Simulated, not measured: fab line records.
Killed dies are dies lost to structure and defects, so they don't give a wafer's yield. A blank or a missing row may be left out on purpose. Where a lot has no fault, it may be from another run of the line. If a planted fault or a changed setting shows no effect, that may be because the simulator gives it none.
The same fault as seen by 2 desks ; flow ritCmos ; each desk holds nothing but its own numbers, with what lay behind them at the end

DESK OF THE TOOL OWNER: lpcvd-01
The tool's own readings at RIT_ACTIVE_CVD_03 (deposits Si3N4 from SiH2Cl2/NH3, target thk 150 nm, time 1500 s): means of the sampled wafers that have a number, for each lot that ran on this tool. Any lot whose mean is over 4 standard deviations away from the usual mean is out of limits and marked OUT; that distance is given in the brackets.
Columns: A = spikeTcCentreC at RIT_ACTIVE_CVD_03, usual 812.8 C; B = spikeTcLoadC at RIT_ACTIVE_CVD_03, usual 836 C; C = spikeTcSourceC at RIT_ACTIVE_CVD_03, usual 836 C
lot;first seen here;A;B;C
L395;day 1 12:07;812.4;838;834
L397;day 1 22:07;812.8;839;833
L400;day 2 13:07;812.4;839;834
L406;day 3 20:21;813.0;840;835
L408;day 4 05:58;813.1;830;834
L412;day 5 01:07;824.1 (+11) OUT;852 (+4.4) OUT;846
L413;day 5 06:07;824.5 (+12) OUT;852 (+4.2) OUT;846
This desk finds L412, L413 out of limits, L412 being first, at day 5 01:07 (spikeTcCentreC at RIT_ACTIVE_CVD_03). Within limits: L395, L397, L400, L406, L408.

AT THE METROLOGY DESK
What the gauges read for every lot (on any tool): the sampled wafers with a number, averaged. Any lot whose mean is over 4 standard deviations away from the usual mean is out of limits and marked OUT; that distance is given in the brackets.
Columns: A = ACTIVE_NITRIDE_THK at RIT_ACTIVE_THK_MEAS_04, usual 149.7 nm
lot;first seen here;A
L395;day 1 13:32;152.9
L396;day 1 19:14;151.1
L397;day 1 23:33;151.1
L398;day 2 04:32;152.0
L399;day 2 09:32;151.1
L400;day 2 14:32;148.9
L404;day 3 10:32;150.4
L405;day 3 15:32;148.0
L406;day 3 22:29;150.5
L407;day 4 02:49;150.3
L408;day 4 07:23;147.8
L411;day 4 21:32;152.4
L412;day 5 02:32;185.0 (+22) OUT
L413;day 5 07:32;182.5 (+20) OUT
This desk's result: L412, L413 out of limits, first on L412 (ACTIVE_NITRIDE_THK at RIT_ACTIVE_THK_MEAS_04), day 5 02:32. Within limits: L395, L396, L397, L398, L399, L400, L404, L405, L406, L407, L408, L411.

BROUGHT TOGETHER
At day 5 01:07, on L412, L413, the tool owner's desk was in a position to raise an alarm.
L412, L413 would have let the metrology desk raise an alarm at day 5 02:32.
All the named lots went through RIT_ACTIVE_CVD_03 on lpcvd-01.

WHAT HAD BEEN PUT IN BY THE SIMULATOR
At RIT_ACTIVE_CVD_03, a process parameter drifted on lpcvd-01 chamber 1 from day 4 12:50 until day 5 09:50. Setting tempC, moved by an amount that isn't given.
Struck lots among those shown: L412, L413.
Time in hours from fault onset to the first out-of-limits reading at each desk: tool owner's desk 12, metrology desk 14.
